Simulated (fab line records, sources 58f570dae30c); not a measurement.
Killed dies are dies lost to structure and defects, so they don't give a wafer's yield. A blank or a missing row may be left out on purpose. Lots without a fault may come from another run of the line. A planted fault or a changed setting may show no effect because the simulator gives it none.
A struck lot beside a sound one | flow berkeley_cmos170 | 14 steps out of a route of 331
Sound: wafers L881.2, L881.4, L881.5. Struck: wafers L877.2, L877.3, L877.6. The cause comes at the end.
At each step with rows: each side's tool, then ch and its chambers, then its first start. Under that, the readings that differ: sound wafers | struck wafers | difference of the means | sigmas: that difference in standard deviations of wafers without a fault.
alike: readings whose means differ by less than 2 such deviations, and words and numbers that are the same on both sides. not compared: withheld readings, readings that some wafer has no value for, bounds like >300 that may hide the same value, and numbers for which the record gives no deviation and whose values overlap.
The two part at a step that has a row with sigmas, a row that says differs or no value, or rows on one side only. Numbers that don't overlap but have no deviation are shown without sigmas and don't part them. A reading that every wafer of one side lacks parts them only if that side has two wafers or more.

first, 1 step without rows for these wafers: UCB170_GATE_DEVELOP_11 (develop time 45 s).
UCB170_GATE_CD_MEAS_12: target cd 350 nm.
  sound on cd_sem-02, day 10 05:33; struck on cd_sem-02, day 9 12:23
  alike: cd_nm
UCB170_GATE_OVL_MEAS_13:
  sound on overlay-01, day 10 05:39; struck on overlay-01, day 9 12:29
  alike: GATE_OVL
UCB170_GATE_ETCH_14: etches BARC in N2/H2.
  sound on rie_diel-03 ch 0,2,3, day 10 05:41; struck on rie_diel-03 ch 0,1,2, day 9 12:31
  alike: drypump_motor_current_A, h2_flow_sccm, oes_product_au, throttle_valve_pct
UCB170_GATE_ETCH_15: etches poly-Si in HBr/Cl2, stops on SiO2, time 56.3 s, target depth 278.2 nm.
  sound on rie_si-01 ch 0,1,2, day 10 05:44; struck on rie_si-01 ch 1,3, day 9 12:34
  alike: drypump_motor_current_A, oes_product_au, throttle_valve_pct
  not compared: rf_hours_counter_h
UCB170_GATE_STRIP_16: strips in O2.
  sound on plasma_asher-04 ch 1, day 10 05:46; struck on plasma_asher-01 ch 0,1, day 9 12:37
  alike: drypump_motor_current_A, o2_flow_sccm, oes_product_au
  not compared: rf_hours_counter_h
UCB170_GATE_CD_MEAS_90: target cd 350 nm.
  sound on cd_sem-01, day 10 05:55; struck on cd_sem-01, day 9 12:44
  alike: cd_nm
then, 5 steps without rows for these wafers: UCB170_GATE_CLEAN_17 (cleans in SPM, time 600 s); UCB170_PLDD_HMDS_00 (prime time 60 s); UCB170_PLDD_COAT_01 (resist thk 900 nm); UCB170_PLDD_SOFTBAKE_02 (time 60 s); UCB170_PLDD_EXPOSE_03 (exposes mask PSELECT, target cd 1200 nm).
UCB170_PLDD_PEB_04:
  sound on litho_track-02 ch 0, day 10 07:55; struck on litho_track-02, day 9 14:25
  no value came back on the struck wafers for chill_plate_temp_C (C), exhaust_pa (Pa); on the sound wafers chill_plate_temp_C (C) reads 23.08 22.98 23.09
then, 1 step without rows for these wafers: UCB170_PLDD_DEVELOP_05 (develop time 46.45 s).

WHERE THEY PART
Only at UCB170_PLDD_PEB_04, within this record.

WHY: what the simulator had put in
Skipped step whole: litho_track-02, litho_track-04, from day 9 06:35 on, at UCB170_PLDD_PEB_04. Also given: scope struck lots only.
